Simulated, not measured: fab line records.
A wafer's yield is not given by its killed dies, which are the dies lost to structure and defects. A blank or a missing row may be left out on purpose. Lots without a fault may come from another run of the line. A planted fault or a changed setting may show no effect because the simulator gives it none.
Which of the tools did it? / flow berkeleyCmos170 / 21 wafers from 7 lots sampled at 4 of the route's 331 steps

WHAT THE GAUGES READ, wafer by wafer
UCB170_SPACER_THK_MEAS_01.
lot=L897; measured=day 6 22:42; on=filmMetro-03; SPACER_TEOS_THK (nm)=367 376 371
lot=L902; measured=day 7 17:20; on=filmMetro-01; SPACER_TEOS_THK (nm)=368 368 372
lot=L904; measured=day 8 08:35; on=filmMetro-02; SPACER_TEOS_THK (nm)=377 379 383
lot=L906; measured=day 8 12:50; on=filmMetro-02; SPACER_TEOS_THK (nm)=373 375 380
lot=L913; measured=day 10 00:21; on=filmMetro-03; SPACER_TEOS_THK (nm)=376 376 381
lot=L912; measured=day 10 00:31; on=filmMetro-01; SPACER_TEOS_THK (nm)=374 380 377
lot=L918; measured=day 11 00:50; on=filmMetro-03; SPACER_TEOS_THK (nm)=371 377 378

EACH LOT AND THE TOOL THAT RAN IT (in order: tool; ch and the chambers of the sampled wafers; start)
lot=L897; UCB170_NVT_STRIP_08=plasmaAsher-01 ch 0,1, day 6 03:50; UCB170_PVT_STRIP_08=plasmaAsher-02 ch 0,1, day 6 05:38; UCB170_SPACER_CVD_00=pecvd-01 ch 0,2, day 6 22:40
lot=L902; UCB170_NVT_STRIP_08=plasmaAsher-04 ch 0,1, day 6 19:38; UCB170_PVT_STRIP_08=plasmaAsher-04 ch 0,1, day 6 23:50; UCB170_SPACER_CVD_00=pecvd-02 ch 0,1, day 7 17:17
lot=L904; UCB170_NVT_STRIP_08=plasmaAsher-03 ch 0,1, day 7 16:30; UCB170_PVT_STRIP_08=plasmaAsher-02 ch 0,1, day 7 18:18; UCB170_SPACER_CVD_00=pecvd-02 ch 0,1, day 8 08:33
lot=L906; UCB170_NVT_STRIP_08=plasmaAsher-03 ch 0,1, day 7 18:46; UCB170_PVT_STRIP_08=plasmaAsher-02 ch 0,1, day 7 22:57; UCB170_SPACER_CVD_00=pecvd-02 ch 0,1,2, day 8 12:46
lot=L913; UCB170_NVT_STRIP_08=plasmaAsher-03 ch 0,1, day 9 01:32; UCB170_PVT_STRIP_08=plasmaAsher-01 ch 0,1, day 9 05:51; UCB170_SPACER_CVD_00=pecvd-02 ch 1,2, day 10 00:17
lot=L912; UCB170_NVT_STRIP_08=plasmaAsher-04 ch 0,1, day 9 01:49; UCB170_PVT_STRIP_08=plasmaAsher-01 ch 0,1, day 9 06:10; UCB170_SPACER_CVD_00=pecvd-04 ch 0,1, day 10 00:27
lot=L918; UCB170_NVT_STRIP_08=plasmaAsher-03 ch 0,1, day 10 07:06; UCB170_PVT_STRIP_08=plasmaAsher-01 ch 0,1, day 10 08:49; UCB170_SPACER_CVD_00=pecvd-04 ch 1,2, day 11 00:48
- UCB170_NVT_STRIP_08: strips in O2.
- UCB170_PVT_STRIP_08: strips in O2.
- UCB170_SPACER_CVD_00: deposits SiO2 from TEOS/O2, target thk 376 nm, time 47 s.

THE ANSWER, worked out from the rows above alone
Rule: usual is defined by the lots themselves. Put in order of their means at a reading, lots are off if they are a third of the lots or fewer, leave a main group of 4 or more, and stand apart from it by a gap of 3 or more times the standard deviation of the main group's means; of several such gaps the widest counts. A main group is skipped when, at the precision printed for the reading in the tables above, its means are all equal. A lot without any number at a reading at which 4 lots or more have one is off too. Where the step has rows for the other lots, those lots are counted as sound.
No lot is off at any reading shown: from this, nothing can be told.

WHAT THE SIMULATOR PUT IN
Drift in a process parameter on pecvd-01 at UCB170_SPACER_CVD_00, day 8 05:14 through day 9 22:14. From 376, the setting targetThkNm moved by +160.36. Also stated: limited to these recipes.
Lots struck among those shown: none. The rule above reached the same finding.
